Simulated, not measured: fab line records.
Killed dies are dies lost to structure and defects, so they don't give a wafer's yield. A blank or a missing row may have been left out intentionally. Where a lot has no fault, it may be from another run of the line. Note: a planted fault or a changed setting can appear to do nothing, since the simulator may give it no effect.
Struck lot and sound lot, side by side	flow berkeley_cmos170	14 out of 331 route steps
Sound: wafers L947.2, L947.4, L947.5. Wafers struck: L962.1, L962.2, L962.3. Last of all comes the cause.
For every step that has rows: the tool of each side, followed by ch and its chambers, followed by its first start. Under that, the readings that differ: sound wafers	struck wafers	difference of the means	sigmas: that difference in standard deviations of wafers without a fault.
alike: words and numbers the same on both sides, and readings whose means are apart by under 2 such deviations; not compared: readings that were withheld, readings missing a value for some wafer, numbers with overlapping values and no deviation given by the record, and bounds like >300 which may hide the same value.
A row with sigmas, a row that says differs or no value, or rows on one side alone: a step with any of these is where the two part. Numbers that have no deviation but don't overlap get no sigmas and don't part them. A reading missing from all wafers of one side parts the sides only when that side holds two or more wafers.

first, 2 steps without rows for these wafers: UCB170_SACOX_CLEAN_00 (cleans in dHF, time 7.5 s); UCB170_SACOX_OXIDATION_01 (target thk 14.4 nm, ox time 2400 s).
UCB170_SACOX_THK_MEAS_02:
  sound: film_metro-03 at day 6 05:47; struck: film_metro-01 at day 9 08:58
  alike: SACOX_OXIDE_THK
then, 2 steps without rows for these wafers: UCB170_SCREENOX_WET_ETCH_00 (etches SiO2 in dHF, time 195.1 s); UCB170_SCREENOX_OXIDATION_01 (target thk 14.4 nm, ox time 2400 s).
UCB170_SCREENOX_THK_MEAS_02:
  sound: film_metro-04 at day 6 12:54; struck: film_metro-03 at day 9 14:50
  alike: SCREENOX_OXIDE_THK
then, 6 steps without rows for these wafers: UCB170_SCREENOX_ANNEAL_03 (time 900 s); UCB170_NVT_HMDS_00 (prime time 60 s); UCB170_NVT_COAT_01 (resist thk 900 nm); UCB170_NVT_SOFTBAKE_02 (time 60 s); UCB170_NVT_EXPOSE_03 (exposes mask PWELL, target cd 3000 nm); UCB170_NVT_PEB_04.
UCB170_NVT_DEVELOP_05: develop time 45 s.
  sound on litho_track-04 ch 0, day 6 22:00; struck on litho_track-03, day 10 00:00
  no value came back on the struck wafers for chill_plate_temp_C (C), develop_time_s (s); on the sound wafers chill_plate_temp_C (C) reads 23.06 23.00 23.09
reading	sound	struck	difference	sigmas
model.KrF_of_NVT_COAT_01.thk_nm (nm)	883 883.3 885.1	898.9 897.9 899.7	+15.0	
UCB170_NVT_OVL_MEAS_06:
  sound: overlay-02 at day 6 22:19; struck: overlay-01 at day 10 00:09
reading	sound	struck	difference	sigmas
NVT_OVL (nm)	5 0 -1	- - -	no value on the struck wafers	

WHERE THEY PART
At UCB170_NVT_DEVELOP_05 first; at UCB170_NVT_OVL_MEAS_06 last (within this record only).

WHY: whatever the simulator had introduced
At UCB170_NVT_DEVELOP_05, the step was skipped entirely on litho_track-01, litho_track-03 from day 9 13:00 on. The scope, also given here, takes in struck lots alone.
